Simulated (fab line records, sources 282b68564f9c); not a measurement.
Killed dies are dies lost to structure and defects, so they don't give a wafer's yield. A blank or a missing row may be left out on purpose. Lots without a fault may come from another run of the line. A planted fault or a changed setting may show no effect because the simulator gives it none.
A struck lot beside a sound one | flow rit_cmos | 21 steps out of a route of 202
Sound: wafers L861.1, L861.2, L861.5. Struck: wafers L875.3, L875.5, L875.6. The cause comes at the end.
At each step with rows: each side's tool, then ch and its chambers, then its first start. Under that, the readings that differ: sound wafers | struck wafers | difference of the means | sigmas: that difference in standard deviations of wafers without a fault.
alike: readings whose means differ by less than 2 such deviations, and words and numbers that are the same on both sides. not compared: withheld readings, readings that some wafer has no value for, bounds like >300 that may hide the same value, and numbers for which the record gives no deviation and whose values overlap.
The two part at a step that has a row with sigmas, a row that says differs or no value, or rows on one side only. Numbers that don't overlap but have no deviation are shown without sigmas and don't part them. A reading that every wafer of one side lacks parts them only if that side has two wafers or more.

first, 4 steps without rows for these wafers: RIT_ACTIVE_CLEAN_15 (cleans in SC1, time 600 s); RIT_ACTIVE_CLEAN_16 (cleans in dHF, time 30 s); RIT_ACTIVE_CLEAN_17 (cleans in SC2, time 600 s); RIT_FOX1_OXIDATION_00 (target thk 350.7 nm, ox time 1086 s).
RIT_FOX1_THK_MEAS_01:
  sound on film_metro-02, day 2 09:01; struck on film_metro-02, day 5 09:15
  alike: FOX1_OXIDE_THK
then, 2 steps without rows for these wafers: RIT_FOX1_WET_ETCH_02 (etches SiO2 in BOE, target depth 350 nm, time 390 s); RIT_FOX2_OXIDATION_00 (target thk 350.7 nm, ox time 1130 s).
RIT_FOX2_THK_MEAS_01:
  sound on film_metro-04, day 2 10:35; struck on film_metro-02, day 5 11:09
  alike: FOX2_OXIDE_THK
then, 2 steps without rows for these wafers: RIT_FOX2_CLEAN_02 (cleans in dHF, time 180 s); RIT_FOX2_WET_ETCH_03 (etches Si3N4 in H3PO4, target depth 195 nm, time 2700 s).
RIT_FOX2_THK_MEAS_90:
  sound on film_metro-04, day 2 11:28; struck on film_metro-04, day 5 12:01
  alike: FIELD_OXIDE_LEFT_1_THK
then, 1 step without rows for these wafers: RIT_NWELL_HMDS_00 (prime time 60 s).
RIT_NWELL_COAT_01: resist thk 1300 nm.
  sound on litho_track-04 ch 0, day 2 11:40; struck on litho_track-04 ch 0, day 5 12:16
  reading                                    | sound                | struck               | difference | sigmas
  spin_speed_rpm (rpm)                       | 1999.9 2000.4 2000.8 | 1919.1 1919.5 1918.8 | -81.2      | -68
  model.NOVOLAK_of_NWELL_COAT_01.thk_nm (nm) | 1303 1305 1302       | 1314 1322 1314       | +13        |
then, 4 steps without rows for these wafers: RIT_NWELL_SOFTBAKE_02 (time 60 s); RIT_NWELL_EXPOSE_03 (exposes mask M2, target cd 43900 nm); RIT_NWELL_PEB_04; RIT_NWELL_DEVELOP_05 (develop time 71.32 s).
RIT_NWELL_OVL_MEAS_06:
  sound on overlay-01, day 2 12:24; struck on overlay-01, day 5 13:07
  alike: NWELL_OVL
RIT_NWELL_HARDBAKE_07: time 120 s.
  sound on litho_track-03 ch 0, day 2 12:26; struck on litho_track-03 ch 0, day 5 13:14
  reading                                    | sound          | struck         | difference | sigmas
  model.NOVOLAK_of_NWELL_COAT_01.thk_nm (nm) | 1140 1141 1139 | 1149 1156 1149 | +11        |
then, 1 step without rows for these wafers: RIT_NWELL_IMPLANT_08.
RIT_M1_PROBE_99:
  sound on prober-01, day 4 04:17; struck on prober-02, day 7 03:35
  alike: killed_at_contacts, killed_at_front_end, killed_dies, killed_on_rim, killed_open, killed_short

WHERE THEY PART
Only at RIT_NWELL_COAT_01, within this record. Later steps at which nothing parts them and some readings are alike: RIT_NWELL_OVL_MEAS_06, RIT_M1_PROBE_99.

WHY: what the simulator had put in
Process parameter drift: litho_track-04, from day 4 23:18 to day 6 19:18, at RIT_NWELL_COAT_01. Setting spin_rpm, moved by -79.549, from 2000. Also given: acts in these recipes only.
